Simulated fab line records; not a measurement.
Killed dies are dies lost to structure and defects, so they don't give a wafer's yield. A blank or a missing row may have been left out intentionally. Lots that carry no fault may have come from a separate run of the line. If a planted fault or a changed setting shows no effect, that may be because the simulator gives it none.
A lot that was struck, set against a sound lot | flow rit_cmos | 15 steps out of a route of 202
Sound: the wafers L231.3, L231.4, L231.5. Wafers struck: L228.3, L228.5, L228.6. At the end, the cause is stated.
For every step that has rows: the tool of each side, followed by ch and its chambers, followed by its first start. Under that, the readings that differ: sound wafers | struck wafers | difference of the means | sigmas: that difference in standard deviations of wafers without a fault.
alike: a reading whose means differ by less than 2 such deviations, as well as words and numbers matching on both sides. not compared: withheld readings; readings where some wafer has no value; bounds like >300 that might hide an equal value; numbers whose values overlap and for which the record gives no deviation.
Wherever a step has rows on one side only, a row that says differs or no value, or a row with sigmas, the two part there. When numbers do not overlap yet have no deviation, they are printed without sigmas and do not part them. Lack of a reading on every wafer of one side parts them only where that side has two or more wafers.

first, 3 steps without rows for these wafers: RIT_SDANNEAL_CLEAN_00 (cleans in SC1, time 600 s); RIT_SDANNEAL_CLEAN_01 (cleans in dHF, time 30 s); RIT_SDANNEAL_CLEAN_02 (cleans in SC2, time 600 s).
RIT_SDANNEAL_RTA_03: time 5 s.
  sound on rtp_anneal-01 ch 0, day 6 16:28; struck on rtp_anneal-02 ch 0, day 6 06:19
  alike: ramp_down_c_per_s, ramp_up_c_per_s, wafer_temp_C_max
RIT_SDANNEAL_RS_MEAS_04: measurement is done with a four-point probe.
  sound on film_metro-03 at day 6 16:32; struck on film_metro-02 at day 6 06:23
  alike: PSD_RS
RIT_SDANNEAL_RS_MEAS_05: measurement is done with a four-point probe.
  sound on film_metro-03 at day 6 16:40; struck on film_metro-02 at day 6 06:30
  alike: NSD_RS
RIT_SDANNEAL_RS_MEAS_06: measurement is done with a four-point probe.
  sound on film_metro-03 at day 6 16:47; struck on film_metro-02 at day 6 06:37
  alike: PLDD_RS
RIT_SDANNEAL_RS_MEAS_07: measurement is done with a four-point probe.
  sound on film_metro-03 at day 6 16:54; struck on film_metro-02 at day 6 06:44
  alike: NLDD_RS
then, 1 step without rows for these wafers: RIT_SILICIDE_WET_ETCH_00 (etches SiO2 in BOE, target depth 14 nm, time 15 s).
RIT_SILICIDE_SPUTTER_01: material Ti, target thk 30 nm, time 240 s.
  sound on pvd_sputter-01 at day 6 17:00; struck on pvd_sputter-03 at day 6 06:50
  reading                | sound          | struck         | difference | sigmas
  throttle_valve_pct (%) | 27.5 30.0 27.3 | 31.7 31.5 32.7 | +3.7       | +2
  alike: cathode_dc_power_W
RIT_SILICIDE_RS_MEAS_02: measurement is done with a four-point probe.
  sound on film_metro-04 at day 6 17:11; struck on film_metro-03 at day 6 07:02
  reading                 | sound          | struck         | difference | sigmas
  SILICIDE_TI_RS (ohm/sq) | 47.8 48.3 47.8 | 48.8 49.1 49.4 | +1.1       | +3
RIT_SILICIDE_THK_MEAS_03: measures by xrf.
  sound on film_metro-04 at day 6 17:17; struck on film_metro-03 at day 6 07:08
  reading              | sound             | struck            | difference | sigmas
  SILICIDE_TI_THK (nm) | 29.97 29.80 30.02 | 29.15 28.98 28.95 | -0.90      | -3
RIT_SILICIDE_RTA_04: time 10 s, ramp up 5 s, ramp down 5 s.
  sound on rtp_anneal-02 ch 0, day 6 17:21; struck on rtp_anneal-01 ch 0, day 6 07:11
  reading          | sound             | struck            | difference | sigmas
  wafer_temp_C_max | 653.5 652.9 653.2 | 722.7 724.7 723.6 | +70.5      | +83
then, 1 step without rows for these wafers: RIT_SILICIDE_WET_ETCH_05 (etches Ti in SPM, time 120 s).
RIT_M1_PROBE_99:
  sound on prober-01 at day 7 00:23; struck on prober-02 at day 6 13:58
  reading                                | sound                | struck               | difference | sigmas
  model.etest.npoly_line.line_ohm_um     | 162.7 164.6 161.3    | 153.5 157.2 152.1    | -8.6       |
  model.etest.ppoly_line.line_ohm_um     | 155.5 158.9 156      | 149.4 154.3 149.9    | -5.6       |
  model.etest.contact_nplus.end_ohm_um   | 41.09 41.61 41.37    | 48.43 48.65 47.05    | +6.69      |
  model.etest.contact_pplus.end_ohm_um   | 43.68 44.66 43.93    | 48.84 49.3 48.39     | +4.75      |
  model.etest.npoly_line.rs_ohm_sq       | 16.95 17.11 16.89    | 15.31 15.6 15.57     | -1.49      |
  model.etest.ppoly_line.rs_ohm_sq       | 16.43 16.48 16.54    | 14.84 15.05 15.07    | -1.50      |
  model.etest.pmos_0p15.gate_log10_a_cm2 | -6.605 -6.604 -6.662 | -5.101 -5.122 -5.141 | +1.502     |
  model.etest.nmos_narrow.off_log10_a_um | -13.2 -13.32 -13.28  | -12.05 -12.08 -12.1  | +1.19      |
  alike: killed_at_M0_to_M3, killed_at_contacts, killed_at_front_end, killed_dies, killed_open, killed_short

## WHERE THEY PART
Last at RIT_SILICIDE_RTA_04 as far as this record goes, first at RIT_SILICIDE_SPUTTER_01. Later steps at which nothing parts them and some readings are alike: RIT_M1_PROBE_99.

WHY: what had been put in by the simulator
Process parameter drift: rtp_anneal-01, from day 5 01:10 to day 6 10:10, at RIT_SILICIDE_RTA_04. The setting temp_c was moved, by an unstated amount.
